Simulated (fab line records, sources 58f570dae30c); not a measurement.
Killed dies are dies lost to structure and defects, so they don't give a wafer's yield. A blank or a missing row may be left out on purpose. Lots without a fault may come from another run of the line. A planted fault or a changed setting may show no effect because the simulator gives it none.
Which tool did it? | flow berkeley_cmos170 | 12 lots, 36 wafers sampled, at 2 steps of a route of 331

WHAT THE GAUGES READ, wafer by wafer
UCB170_NVT_OVL_MEAS_06.
lot  | measured     | on         | NVT_OVL (nm)
L075 | day 6 20:02  | overlay-01 | 1 1 9
L077 | day 7 10:52  | overlay-01 | 1 2 8
L078 | day 7 10:10  | overlay-01 | 2 -6 0
L081 | day 7 21:32  | overlay-02 | -1 -5 -3
L082 | day 7 21:38  | overlay-01 | -9 -4 -10
L085 | day 8 10:35  | overlay-01 | 2 -4 -6
L087 | day 8 18:30  | overlay-01 | 6 0 2
L089 | day 9 12:47  | overlay-02 | 0 -5 0
L091 | day 9 19:14  | overlay-01 | 4 1 8
L093 | day 10 13:56 | overlay-02 | 10 8 13
L094 | day 10 13:45 | overlay-02 | -5 -1 0
L096 | day 10 23:28 | overlay-01 | 9 6 7

WHICH TOOL RAN EACH LOT (tool, then ch and the chambers of the sampled wafers, then the start)
lot  | UCB170_NWELL_ETCH_13
L075 | rie_diel-03 ch 0,2,3, day 3 01:19
L077 | rie_diel-04 ch 2,3, day 3 12:38
L078 | rie_diel-01 ch 1,2, day 3 18:16
L081 | rie_diel-03 ch 0,2, day 4 01:16
L082 | rie_diel-01 ch 0,1,3, day 4 05:38
L085 | rie_diel-01 ch 0,1,3, day 4 15:32
L087 | rie_diel-01 ch 0,2,3, day 5 06:26
L089 | rie_diel-01 ch 0,1,2, day 5 13:37
L091 | rie_diel-03 ch 0,1,3, day 6 06:07
L093 | rie_diel-04 ch 1,2, day 6 15:35
L094 | rie_diel-04 ch 1,3, day 6 20:22
L096 | rie_diel-01 ch 0,1, day 7 03:09
- UCB170_NWELL_ETCH_13: etches Si3N4 in CH3F/Ar/O2, stops on SiO2, target depth 246.4 nm, time 154 s.

THE ANSWER, worked out from the rows above alone
Rule: what is usual is taken from the lots themselves. Put in order of their means at a reading, lots are off if they are a third of the lots or fewer, leave a main group of 4 or more, and stand apart from it by a gap of 3 or more times the standard deviation of the main group's means; of several such gaps the widest counts. A main group whose means are all the same, to the digits that the tables above print for the reading, isn't used. A lot without any number at a reading at which 4 lots or more have one is off too. The other lots that the step has rows for count as sound.
No lot is off at any reading shown: from this, nothing can be told.

WHAT THE SIMULATOR HAD PUT IN
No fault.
